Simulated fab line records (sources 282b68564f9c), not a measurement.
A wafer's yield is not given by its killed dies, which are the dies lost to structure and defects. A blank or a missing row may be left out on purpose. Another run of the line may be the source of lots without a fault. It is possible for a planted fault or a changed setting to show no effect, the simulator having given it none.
fab line records -- flow rit_cmos
record: lots: 5, wafers: 15, last_day: 7
route steps=202 shown CONTACT@172 M1@184
lots that met no fault: taken from a fault-free run of the same line
start_h: hours from the record's opening day to when the first of the lot's shown wafers began -- wait_h: hours from the lot's prior step to this one -- " repeats the value in the row above -- L1.1+2: one row covering several wafers at once -- - no value present, or no start provided -- * or withheld: withheld -- < > ~ a bound
route shown NAME@n: names a module that has steps shown in the file, with the first one's number in the route -- usual: mean and standard deviation over wafers with no fault -- same: alike in all rows -- chamber/n: place in a boat -- sites: per-site readings -- _std_site: standard deviation across them -- _edge_site: the outer-site mean with the inner-site mean subtracted -- radius_mm: how far each site lies from the wafer's centre -- mask NAME#n: copy n -- behind: tool/chamber where the wafer was last shaped -- hold: the reason the lot was held/the length of the hold in hours/how it ended -- device: which transistor (n, p or np) failed to switch -- end of line: the tests these same wafers got at the end of their route -- where a step has no rows: the recipe by itself -- killed: not the wafer's yield, but the dies lost to structure and defects at the first sort -- map: a wafer's dies, x killed, . not, _ none there
set.NAME: the run value of the setting; set.NAME@STEP: its run value at that earlier step -- model.NAME: the simulator's own value behind a step, which no gauge read
certain route steps with their lots: each step a table, each wafer a row
services: when a tool's chamber went out of use (start_h, in hours from the record's first day, below 0 if earlier), for how many hours, and the reason
== steps ==
step: RIT_CONTACT_SOFTBAKE_04
recipe: resist: NOVOLAK, temp_c: 90, time_s: 60
step: RIT_CONTACT_EXPOSE_05
recipe: mask_id: M11, na: 0.6, source_shape: conventional, sigma_outer: 0.5, target_cd_nm: 1000, dose_mj: 250
step: RIT_CONTACT_PEB_06
recipe: resist: NOVOLAK, temp_c: withheld, time_s: withheld
step: RIT_CONTACT_DEVELOP_07
recipe: resist: NOVOLAK, develop_time_s: 120, dev_temp_c: 23.39
step: RIT_CONTACT_CD_MEAS_08
recipe: target_cd_nm: 1000
usual: cd_nm: 999.7/1.7
lot.wafer,tool,chamber,start_h,wait_h,cd_nm
L449.2,cd_sem-02,-,93.57,-,997.2
L449.3,cd_sem-02,-,93.57,-,1000.3
L449.6,cd_sem-02,-,93.57,-,996.8
L451.1,cd_sem-02,-,102.78,-,1001.4
L451.3,cd_sem-02,-,102.78,-,1003.4
L451.4,cd_sem-02,-,102.78,-,1001.3
L455.2,cd_sem-01,-,124.66,-,1002.8
L455.3,cd_sem-01,-,124.66,-,1001.5
L455.4,cd_sem-01,-,124.66,-,1000.0
L458.2,cd_sem-02,-,137.96,-,999.4
L458.5,cd_sem-02,-,137.96,-,998.2
L458.6,cd_sem-02,-,137.96,-,998.6
L463.2,cd_sem-02,-,167.13,-,999.7
L463.3,cd_sem-02,-,167.13,-,1000.0
L463.6,cd_sem-02,-,167.13,-,997.2
step: RIT_CONTACT_OVL_MEAS_09
usual: CONTACT_OVL: 0.1/1.4
lot.wafer,tool,chamber,start_h,wait_h,CONTACT_OVL[nm]
L449.2,overlay-02,-,93.68,0.1,0.0
L449.3,overlay-02,-,93.68,0.1,-1.0
L449.6,overlay-02,-,93.68,0.1,0.4
L451.1,overlay-01,-,102.90,0.1,-0.9
L451.3,overlay-01,-,102.90,0.1,0.4
L451.4,overlay-01,-,102.90,0.1,1.3
L455.2,overlay-01,-,124.76,0.1,-0.8
L455.3,overlay-01,-,124.76,0.1,0.2
L455.4,overlay-01,-,124.76,0.1,0.1
L458.2,overlay-01,-,138.07,0.1,1.2
L458.5,overlay-01,-,138.07,0.1,1.2
L458.6,overlay-01,-,138.07,0.1,3.4
L463.2,overlay-01,-,167.24,0.1,-1.9
L463.3,overlay-01,-,167.24,0.1,-1.9
L463.6,overlay-01,-,167.24,0.1,-2.5
step: RIT_CONTACT_HARDBAKE_10
recipe: resist: NOVOLAK, temp_c: 140, time_s: 60
step: RIT_CONTACT_ETCH_11
recipe: target_depth_a: 4800, over_etch_frac: 0.2, stop_on: TiSi2, chemistry: CHF3/CF4/Ar, target: SiO2, CHF3_flow_sccm: 50, cf4_flow_sccm: 10, Ar_flow_sccm: 100, O2_flow_sccm: 5, pressure_mtorr: 100, rf_w: 200, time_s: 320
usual: cf4_flow_sccm: 10.001/0.026, drypump_motor_current_A: 5.7/0.33, oes_product_au: 0.991/0.015, throttle_valve_pct: 8.96/0.14
lot.wafer,tool,chamber,start_h,wait_h,cf4_flow_sccm,drypump_motor_current_A,oes_product_au,rf_hours_counter_h,throttle_valve_pct
L449.2,rie_diel-04,2,93.86,0.1,10.024,6.0,0.991,37,8.83
L449.3,rie_diel-04,1,93.86,0.1,10.081,6.0,0.992,29,8.66
L449.6,rie_diel-04,2,93.86,0.1,10.021,6.0,1.000,-,8.80
L451.1,rie_diel-03,0,103.09,0.1,9.955,5.3,1.016,116,8.96
L451.3,rie_diel-03,1,103.09,0.1,9.993,5.9,0.983,127,9.02
L451.4,rie_diel-03,3,103.09,0.1,10.013,5.9,0.969,44,8.93
L455.2,rie_diel-03,2,124.94,0.1,10.012,5.5,1.003,7,9.14
L455.3,rie_diel-03,0,124.94,0.1,10.005,5.3,1.018,116,8.97
L455.4,rie_diel-03,3,124.94,0.1,9.986,5.9,0.977,45,8.92
L458.2,rie_diel-01,3,138.25,0.1,9.970,5.6,0.983,3,9.14
L458.5,rie_diel-01,2,138.25,0.1,10.021,5.6,1.005,-,8.89
L458.6,rie_diel-01,1,138.25,0.1,10.043,5.3,1.007,-,8.76
L463.2,rie_diel-03,2,167.42,0.1,9.990,5.5,0.995,8,9.15
L463.3,rie_diel-03,1,167.42,0.1,10.019,5.8,0.979,128,9.03
L463.6,rie_diel-03,1,167.42,0.1,10.015,5.9,0.978,-,9.03
step: RIT_CONTACT_STRIP_12
recipe: chemistry: O2, time_s: 180, resist: NOVOLAK, platen_temp_c: withheld, power_w: 500, pressure_mtorr: 4000, o2_flow_sccm: 4000
usual: drypump_motor_current_A: 5.57/0.29
lot.wafer,tool,chamber,start_h,wait_h,drypump_motor_current_A,rf_hours_counter_h
L449.2,plasma_asher-02,1,94.05,0.1,5.71,45
L449.3,plasma_asher-02,1,94.05,0.1,5.72,-
L449.6,plasma_asher-02,1,94.05,0.1,5.72,-
L451.1,plasma_asher-02,1,103.28,0.1,5.71,46
L451.3,plasma_asher-02,0,103.28,0.1,5.83,-
L451.4,plasma_asher-02,1,103.28,0.1,5.72,-
L455.2,plasma_asher-04,0,125.14,0.1,5.41,51
L455.3,plasma_asher-04,1,125.14,0.1,4.87,-
L455.4,plasma_asher-04,0,125.14,0.1,5.39,-
L458.2,plasma_asher-01,1,138.44,0.1,5.74,37
L458.5,plasma_asher-01,1,138.44,0.1,5.72,-
L458.6,plasma_asher-01,0,138.44,0.1,5.21,-
L463.2,plasma_asher-01,0,167.61,0.1,5.20,39
L463.3,plasma_asher-01,0,167.61,0.1,5.18,-
L463.6,plasma_asher-01,1,167.61,0.1,5.71,-
step: RIT_CONTACT_CD_MEAS_90
recipe: target_cd_nm: 1000
usual: cd_nm: 999.8/1.7
lot.wafer,tool,chamber,start_h,wait_h,cd_nm
L449.2,cd_sem-02,-,94.25,0.1,996.8
L449.3,cd_sem-02,-,94.25,0.1,1000.5
L449.6,cd_sem-02,-,94.25,0.1,997.0
L451.1,cd_sem-01,-,103.46,0.1,1001.6
L451.3,cd_sem-01,-,103.46,0.1,1003.6
L451.4,cd_sem-01,-,103.46,0.1,1001.3
L455.2,cd_sem-01,-,125.33,0.1,1003.1
L455.3,cd_sem-01,-,125.33,0.1,1001.5
L455.4,cd_sem-01,-,125.33,0.1,1000.2
L458.2,cd_sem-01,-,138.64,0.1,999.5
L458.5,cd_sem-01,-,138.64,0.1,998.2
L458.6,cd_sem-01,-,138.64,0.1,998.5
L463.2,cd_sem-01,-,167.81,0.1,999.9
L463.3,cd_sem-01,-,167.81,0.1,1000.2
L463.6,cd_sem-01,-,167.81,0.1,997.4
step: RIT_CONTACT_CLEAN_13
recipe: chemistry: SC1, mix: 3:3:50, time_s: 600, temp_c: 75
step: RIT_CONTACT_CLEAN_14
recipe: chemistry: SC2, mix: 3:3:50, time_s: 600, temp_c: 75, dry: n2_spin
step: RIT_M1_SPUTTER_00
recipe: material: Al, target_thk_nm: 400, power_w: 2000, chamber_pressure_pa: 0.4, gas: Ar, time_s: 500, substrate_temp_c: 25
usual: throttle_valve_pct: 30.0/1.1
lot.wafer,tool,chamber,start_h,wait_h,throttle_valve_pct
L449.2,pvd_sputter-04,-,94.73,0.0,31.6
L449.3,pvd_sputter-04,-,94.73,0.0,29.1
L449.6,pvd_sputter-04,-,94.73,0.0,31.3
L451.1,pvd_sputter-04,-,103.93,0.0,31.3
L451.3,pvd_sputter-04,-,103.93,0.0,29.2
L451.4,pvd_sputter-04,-,103.93,0.0,31.5
L455.2,pvd_sputter-04,-,125.78,0.0,29.3
L455.3,pvd_sputter-04,-,125.78,0.0,31.2
L455.4,pvd_sputter-04,-,125.78,0.0,29.0
L458.2,pvd_sputter-03,-,139.09,0.0,29.1
L458.5,pvd_sputter-03,-,139.09,0.0,28.5
L458.6,pvd_sputter-03,-,139.09,0.0,31.0
L463.2,pvd_sputter-03,-,168.27,0.0,31.2
L463.3,pvd_sputter-03,-,168.27,0.0,28.3
L463.6,pvd_sputter-03,-,168.27,0.0,30.7
step: RIT_M1_RS_MEAS_01
recipe: thk_meas_gauge: four-point-probe, reads: Al_of_M1_SPUTTER_00
usual: M1_AL_RS: 0.0737/0.00071
lot.wafer,tool,chamber,start_h,wait_h,M1_AL_RS[ohm/sq]
L449.2,film_metro-03,-,95.04,0.2,0.0734
L449.3,film_metro-03,-,95.04,0.2,0.0739
L449.6,film_metro-03,-,95.04,0.2,0.0739
L451.1,film_metro-02,-,104.25,0.2,0.0739
L451.3,film_metro-02,-,104.25,0.2,0.0729
L451.4,film_metro-02,-,104.25,0.2,0.0732
L455.2,film_metro-02,-,126.10,0.2,0.0869
L455.3,film_metro-02,-,126.10,0.2,0.0881
L455.4,film_metro-02,-,126.10,0.2,0.0881
L458.2,film_metro-02,-,139.40,0.2,0.0732
L458.5,film_metro-02,-,139.40,0.2,0.0738
L458.6,film_metro-02,-,139.40,0.2,0.0738
L463.2,film_metro-03,-,168.59,0.2,0.0730
L463.3,film_metro-03,-,168.59,0.2,0.0730
L463.6,film_metro-03,-,168.59,0.2,0.0734
step: RIT_M1_THK_MEAS_02
recipe: thk_meas_gauge: xrf, reads: Al_of_M1_SPUTTER_00
usual: M1_AL_THK: 406/4.7
lot.wafer,tool,chamber,start_h,wait_h,M1_AL_THK[nm]
L449.2,film_metro-03,-,95.15,0.1,406
L449.3,film_metro-03,-,95.15,0.1,403
L449.6,film_metro-03,-,95.15,0.1,405
L451.1,film_metro-02,-,104.37,0.1,404
L451.3,film_metro-02,-,104.37,0.1,408
L451.4,film_metro-02,-,104.37,0.1,408
L455.2,film_metro-02,-,126.21,0.1,351
L455.3,film_metro-02,-,126.21,0.1,349
L455.4,film_metro-02,-,126.21,0.1,349
L458.2,film_metro-02,-,139.51,0.1,408
L458.5,film_metro-02,-,139.51,0.1,401
L458.6,film_metro-02,-,139.51,0.1,402
L463.2,film_metro-03,-,168.70,0.1,409
L463.3,film_metro-03,-,168.70,0.1,410
L463.6,film_metro-03,-,168.70,0.1,408
step: RIT_M1_HMDS_03
recipe: prime_time_s: 60, prime_temp_c: 140
step: RIT_M1_COAT_04
recipe: resist: NOVOLAK, spin_rpm: 2000, resist_thk_nm: 1300
step: RIT_M1_SOFTBAKE_05
recipe: resist: NOVOLAK, temp_c: 90, time_s: 60
step: RIT_M1_EXPOSE_06
recipe: mask_id: M12, na: 0.6, source_shape: conventional, sigma_outer: 0.5, target_cd_nm: 2600, dose_mj: 250
step: RIT_M1_PEB_07
recipe: resist: NOVOLAK, temp_c: withheld, time_s: withheld
step: RIT_M1_DEVELOP_08
recipe: resist: NOVOLAK, develop_time_s: 68, dev_temp_c: 22.44
step: RIT_M1_CD_MEAS_09
recipe: target_cd_nm: 2600
usual: cd_nm: 2600.4/2.1
lot.wafer,tool,chamber,start_h,wait_h,cd_nm
L449.2,cd_sem-02,-,96.10,-,2601.4
L449.3,cd_sem-02,-,96.10,-,2599.6
L449.6,cd_sem-02,-,96.10,-,2601.8
L451.1,cd_sem-01,-,105.31,-,2595.4
L451.3,cd_sem-01,-,105.31,-,2596.3
L451.4,cd_sem-01,-,105.31,-,2597.4
L455.2,cd_sem-02,-,127.16,-,2600.3
L455.3,cd_sem-02,-,127.16,-,2600.6
L455.4,cd_sem-02,-,127.16,-,2602.3
L458.2,cd_sem-01,-,140.46,-,2597.3
L458.5,cd_sem-01,-,140.46,-,2597.6
L458.6,cd_sem-01,-,140.46,-,2597.2
L463.2,cd_sem-01,-,169.96,-,2599.5
L463.3,cd_sem-01,-,169.96,-,2602.6
L463.6,cd_sem-01,-,169.96,-,2600.5
step: RIT_M1_OVL_MEAS_10
usual: M1_OVL: -0.3/1.5
lot.wafer,tool,chamber,start_h,wait_h,M1_OVL[nm]
L449.2,overlay-02,-,96.21,0.1,-3.0
L449.3,overlay-02,-,96.21,0.1,-0.3
L449.6,overlay-02,-,96.21,0.1,-2.5
L451.1,overlay-01,-,105.43,0.1,-1.0
L451.3,overlay-01,-,105.43,0.1,-0.5
L451.4,overlay-01,-,105.43,0.1,0.4
L455.2,overlay-01,-,127.26,0.1,0.0
L455.3,overlay-01,-,127.26,0.1,2.4
L455.4,overlay-01,-,127.26,0.1,0.0
L458.2,overlay-02,-,140.57,0.1,1.7
L458.5,overlay-02,-,140.57,0.1,0.2
L458.6,overlay-02,-,140.57,0.1,0.0
L463.2,overlay-02,-,170.07,0.1,-1.8
L463.3,overlay-02,-,170.07,0.1,-0.7
L463.6,overlay-02,-,170.07,0.1,-1.0
step: RIT_M1_HARDBAKE_11
recipe: resist: NOVOLAK, temp_c: 140, time_s: 120
step: RIT_M1_METAL_ETCH_12
recipe: stop_on: SiO2, chemistry: Cl2/BCl3, target: Al, time_s: 165, over_etch_frac: 0.5, pressure_mtorr: 100, target_depth_a: 6000, rf_w: 250, Cl2_flow_sccm: 60, bcl3_flow_sccm: 50
usual: drypump_motor_current_A: 5.76/0.21, oes_product_au: 0.774/0.016, throttle_valve_pct: 8.30/0.13
lot.wafer,tool,chamber,start_h,wait_h,drypump_motor_current_A,oes_product_au,rf_hours_counter_h,throttle_valve_pct
L449.2,rie_metal-04,1,96.49,0.2,5.72,0.769,1,8.27
L449.3,rie_metal-04,0,96.49,0.2,5.75,0.772,-,8.41
L449.6,rie_metal-04,0,96.49,0.2,5.75,0.772,-,8.42
L451.1,rie_metal-03,1,105.71,0.2,6.23,0.793,3,8.13
L451.3,rie_metal-03,0,105.71,0.2,5.71,0.772,-,8.36
L451.4,rie_metal-03,1,105.71,0.2,6.20,0.806,-,8.12
L455.2,rie_metal-04,0,127.54,0.2,5.73,0.717,1,8.44
L455.3,rie_metal-04,1,127.54,0.2,5.71,0.715,-,8.29
L455.4,rie_metal-04,0,127.54,0.2,5.75,0.719,-,8.44
L458.2,rie_metal-04,0,140.85,0.2,5.73,0.771,1,8.40
L458.5,rie_metal-04,1,140.85,0.2,5.72,0.775,-,8.29
L458.6,rie_metal-04,0,140.85,0.2,5.71,0.769,-,8.43
L463.2,rie_metal-04,0,170.35,0.2,5.71,0.785,2,8.42
L463.3,rie_metal-04,0,170.35,0.2,5.74,0.778,-,8.42
L463.6,rie_metal-04,1,170.35,0.2,5.71,0.776,-,8.27
step: RIT_M1_STRIP_13
recipe: chemistry: nmp, resist: NOVOLAK, temp_c: 80, time_s: 600, dry: n2_spin
step: RIT_M1_PROBE_99
usual: defect_limited_yield: 97.3/1.2, killed_at_M0_to_M3: 0.0/0.16, killed_at_front_end: 7/3.1, killed_dies: 7/3.1, killed_open: 3.5/2.1, killed_short: 3.5/2, sort_bin_3_pad_short: 0.1/0.2, sort_bin_5_function: 1.5/0.85, sort_bin_6_memory: 1.0/0.68, sort_n_pass: 257/3.1, sort_yield_pct: 97.3/1.2
same: gross_dies: 264, killed_at_M4_up: 0, killed_at_back_side: 0, killed_at_contacts: 0, killed_at_other: 0
lot.wafer,tool,chamber,start_h,wait_h,defect_limited_yield[%],killed_at_M0_to_M3,killed_at_front_end,killed_dies,killed_open,killed_short,sort_bin_3_pad_short[%],sort_bin_5_function[%],sort_bin_6_memory[%],sort_n_pass,sort_yield_pct[%]
L449.2,prober-01,-,98.79,0.1,96.6,0,9,9,6,3,0,2.3,1.1,255,96.6
L449.3,prober-01,-,98.84,0.2,99.2,0,2,2,2,0,0,0.4,0.4,262,99.2
L449.6,prober-01,-,98.99,0.2,97.0,0,8,8,2,6,0.4,2.7,0,256,97.0
L451.1,prober-01,-,107.96,0.1,96.2,1,9,10,5,5,0,2.3,1.5,254,96.2
L451.3,prober-01,-,108.06,0.2,97.3,0,7,7,6,1,0,2.3,0.4,257,97.3
L451.4,prober-01,-,108.11,0.2,98.5,0,4,4,0,4,0,0.8,0.8,260,98.5
L455.2,prober-01,-,129.89,0.1,97.3,0,7,7,2,5,0.4,1.5,0.8,257,97.3
L455.3,prober-01,-,129.94,0.2,96.6,0,9,9,3,6,0.8,0.8,1.9,255,96.6
L455.4,prober-01,-,129.99,0.2,97.7,0,6,6,0,6,0,1.9,0.4,258,97.7
L458.2,prober-02,-,143.72,0.1,98.5,0,4,4,4,0,0,1.1,0.4,260,98.5
L458.5,prober-02,-,143.87,0.2,97.7,0,6,6,2,4,0,1.9,0.4,258,97.7
L458.6,prober-02,-,143.92,0.2,98.9,0,3,3,1,2,0,0.4,0.8,261,98.9
killed by level:class
L449.2 GATE:geometric_particle:open=3 SPACER:geometric_particle:open=2 FOX1:geometric_particle:short=1 FOX2:geometric_particle:open=1 REOX:geometric_particle:short=1 SPACER:geometric_particle:short=1
L449.3 SPACER:geometric_particle:open=2
L449.6 FOX1:geometric_particle:short=3 REOX:geometric_particle:short=3 REOX:geometric_particle:open=2
L451.1 SPACER:geometric_particle:open=2 FOX1:geometric_particle:open=1 FOX1:geometric_particle:short=1 GATE:geometric_particle:short=1 REOX:geometric_particle:open=1 SPACER:geometric_particle:short=1 SILICIDE:geometric_particle:open=1 SILICIDE:geometric_particle:short=1
L451.3 GATE:geometric_particle:open=4 FOX1:geometric_particle:open=1 GATE:geometric_particle:short=1 SPACER:geometric_particle:open=1
L451.4 GATE:geometric_particle:short=3 SILICIDE:geometric_particle:short=1
L455.2 FOX1:geometric_particle:short=2 FOX2:geometric_particle:open=1 FOX2:geometric_particle:short=1 GATE:geometric_particle:short=1 GATE:geometric_particle:open=1 SILICIDE:geometric_particle:short=1
L455.3 FOX2:geometric_particle:short=2 FOX2:geometric_particle:open=1 GATE:geometric_particle:short=1 GATE:geometric_particle:open=1 SILICIDE:geometric_particle:open=1 REOX:geometric_particle:short=1 SPACER:geometric_particle:short=1 SILICIDE:geometric_particle:short=1
L455.4 GATE:geometric_particle:short=2 SILICIDE:geometric_particle:short=2 FOX1:geometric_particle:short=1 REOX:geometric_particle:short=1
L458.2 FOX2:geometric_particle:open=1 GATE:geometric_particle:open=1 SPACER:geometric_particle:open=1 SILICIDE:geometric_particle:open=1
L458.5 FOX1:geometric_particle:short=1 FOX2:geometric_particle:short=1 GATE:geometric_particle:short=1 REOX:geometric_particle:short=1 REOX:geometric_particle:open=1 SILICIDE:geometric_particle:open=1
L458.6 FOX2:geometric_particle:short=1 SPACER:geometric_particle:short=1 SILICIDE:geometric_particle:open=1
== services ==
tool,chamber,start_h,hours,kind
plasma_asher-02,-,91.14,0.5,repair
plasma_asher-02,-,104.86,3.3,repair
plasma_asher-02,-,105.39,0.4,repair
plasma_asher-02,-,108.81,9.0,pm
plasma_asher-02,0,108.81,9.0,vent_cycle
plasma_asher-02,1,108.81,9.0,vent_cycle
rie_diel-03,0,111.88,6.7,repair
pvd_sputter-04,-,116.17,3.9,repair
plasma_asher-02,0,117.81,-,clean
plasma_asher-02,1,117.81,-,clean
rie_diel-04,1,117.84,48.6,repair
rie_diel-04,2,117.98,7.4,repair
rie_diel-04,2,125.64,3.9,repair
rie_diel-03,0,128.77,15.3,repair
rie_metal-04,-,134.82,0.4,repair
rie_diel-04,0,146.58,7.0,repair
pvd_sputter-03,-,156.35,5.7,repair
pvd_sputter-04,-,158.75,11.4,repair
== key ==
first_sign: step: RIT_M1_RS_MEAS_01, reading: M1_AL_RS, direction: up, sigmas: 20, usual: 0.0737, struck: 0.0877
effect: step: RIT_M1_THK_MEAS_02, reading: M1_AL_THK, direction: down, sigmas: 12, usual: 406, struck: 350
effect: step: RIT_M1_METAL_ETCH_12, reading: oes_product_au, direction: down, sigmas: 3.6, usual: 0.774, struck: 0.717
met_at RIT_M1_SPUTTER_00
struck_wafers L455.2,L455.3,L455.4
onset_between 103.93 125.78
also_fits RIT_CONTACT_STRIP_12:plasma_asher-04
fault: kind: site_profile_drift, tool: pvd_sputter-04, chamber: -, onset_h: 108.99, steps: RIT_M1_SPUTTER_00, basis: fraction, max_abs_drift: 0.28959, slope_share_per_hr: 64.354, site_pattern: 0,0,0,0,0,-1,-1,-1,-1
